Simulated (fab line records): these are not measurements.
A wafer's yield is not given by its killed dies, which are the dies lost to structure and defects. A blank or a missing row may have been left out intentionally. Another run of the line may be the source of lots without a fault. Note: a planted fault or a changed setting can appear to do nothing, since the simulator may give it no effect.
8D (eight disciplines) problem report, filled in by code -- flow rit-cmos -- the parts of the form that need people (team, actions taken, sign-off) are left out

## 1. WHAT WENT WRONG
Wafers without a fault read 208.4 s with a standard deviation of 0.41, while run-length-s at RIT_PRETRO_STRIP_09 averages 27.5 s across 3 wafers of 1 lot. So: -99 or more standard deviations from the usual mean.
The step: strips in O2, time 180 s.
Earliest sighting: wafer L753.1 on plasma-asher-03 at day 5 00:41. At this step, 15 wafers from 5 lots have a number in the record. The rule behind "out" and "out of limits": a value lying over 4 standard deviations away from the usual mean. The other wafers with a number count as sound.

## 2. WHAT THIS IS AND IS NOT
question,is,is not
which readings at this step,run-length-s,drypump-motor-current-A
which lots,L753,"L745, L747, L760, L761"
which wafers of those lots,all that have a number,-
read on which tools,plasma-asher-03,plasma-asher-02
when,from day 5 00:41,"up to then (6 sound wafers); but 6 sound wafers of L760, L761 came after"

## 3. WHAT RULES OUT EACH SUSPECT
Counting: any tool at a process step up to the reading is kept as a suspect provided that every lot that is out went through it and no sound lot did after the first of them.
- plasma-asher-04 at RIT_NRETRO_STRIP_09 (strips in O2, time 180 s): ruled out as a lasting fault. Sound lots L761 ran on it after its first lot that is out, L753 (day 4 23:08).
- plasma-asher-03 at RIT_PRETRO_STRIP_09 (strips in O2, time 180 s): kept. It ran the lot that is out, L753 (day 5 00:41), and no sound lot after that; its last sound lot up to then is L747 (day 3 18:59). On those wafers its own readings are out: run-length-s.
After counting, what remains is plasma-asher-03 at RIT_PRETRO_STRIP_09.

## 4. THE CAUSE (what the simulator had put in)
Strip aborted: plasma-asher-03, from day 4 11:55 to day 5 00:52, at RIT_PRETRO_STRIP_09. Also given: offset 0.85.
The count eliminated every tool but this one.

## 5. THE EFFECT CHAIN, in route order
Rows list readings where the struck wafers' mean (over those with a number) sits beyond 3 standard deviations from the usual. Only readings for which the record gives a usual standard deviation are gone through. hours: the time from each lot's start at the first step in this table that gives one to its start at this step, as a median over the lots. sigmas: the change in usual standard deviations.
hours,step,reading,usual,on struck wafers,change,sigmas
0,RIT_PRETRO_STRIP_09,run-length-s,208.4 s,27.5,-180.9,-99 or more
Here are the process steps it includes:
- RIT_PRETRO_STRIP_09: strips in O2, time 180 s.
Later steps that measure or inspect, where all struck wafers having a row at the step show a number for every such reading and not one has moved that far: RIT_PRETRO_TW_MEAS_10.

## 6. HOW IT WOULD HAVE BEEN CAUGHT EARLIER
13 hours passed between the start of the fault at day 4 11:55 and the first reading out of limits in this record, taken at day 5 00:41.
